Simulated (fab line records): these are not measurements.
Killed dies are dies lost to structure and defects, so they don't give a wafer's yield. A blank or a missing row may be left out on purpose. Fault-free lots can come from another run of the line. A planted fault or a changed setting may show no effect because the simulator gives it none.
2 desks looking at one fault    flow berkeley_cmos170    every desk sees just its own numbers, and what lay behind them comes last

DESK OF THE TOOL OWNER: litho_track-03
The tool's own readings at UCB170_NVT_DEVELOP_05 (develop time 45 s): means of the sampled wafers that have a number, for each lot that ran on this tool. The brackets show how far a lot's mean lies from the usual mean; more than 4 standard deviations puts the lot out of limits, marked OUT.
Columns: A = developer_temp_C at UCB170_NVT_DEVELOP_05, usual 21.00 C
lot   first seen here  A
L968  day 6 10:00      21.14
L972  day 7 09:00      20.01 (-9.0) OUT
L973  day 7 09:00      21.03
L976  day 7 16:00      20.16 (-7.7) OUT
L975  day 7 22:00      20.05 (-8.7) OUT
This desk's verdict: out of limits on L972, L975, L976, starting with L972 at day 7 09:00 (developer_temp_C at UCB170_NVT_DEVELOP_05). In limits: L968, L973.

METROLOGY DESK
Lot by lot, what the gauges showed, no matter which tool ran the lot: averages of those sampled wafers that carry a number. The brackets show how far a lot's mean lies from the usual mean; more than 4 standard deviations puts the lot out of limits, marked OUT.
Columns: A = PSD_TW at UCB170_PSD_TW_MEAS_10, usual 2326
lot   first seen here  A
L967  day 6 21:48      2307
L969  day 7 11:18      2340
L968  day 7 14:03      2315
L971  day 7 21:37      2329
L973  day 8 14:27      2341
L972  day 8 14:44      2301
L976  day 8 20:56      2295
L975  day 8 23:08      2350
L979  day 8 23:19      2353
L980  day 9 08:44      2297
L983  day 9 20:31      2341
L985  day 10 01:45     2295
L987  day 10 16:47     2306
L986  day 10 17:03     2325
L988  day 10 22:50     2335
Finding of this desk: none of the 15 lots has anything out of limits.

TAKEN TOGETHER
An alarm could have come from the tool owner's desk at day 7 09:00, on L972, L975, L976.
At the metrology desk, nothing out of limits was observed.
The metrology desk holds a record of L972, L975, L976, inside its limits.
Every lot named ran UCB170_NVT_DEVELOP_05 on litho_track-03.

WHAT THE SIMULATOR HAD INSERTED
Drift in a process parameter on litho_track-03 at UCB170_NVT_DEVELOP_05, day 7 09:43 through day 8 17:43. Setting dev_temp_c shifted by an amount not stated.
Lots struck among those shown: L972, L975, L976.
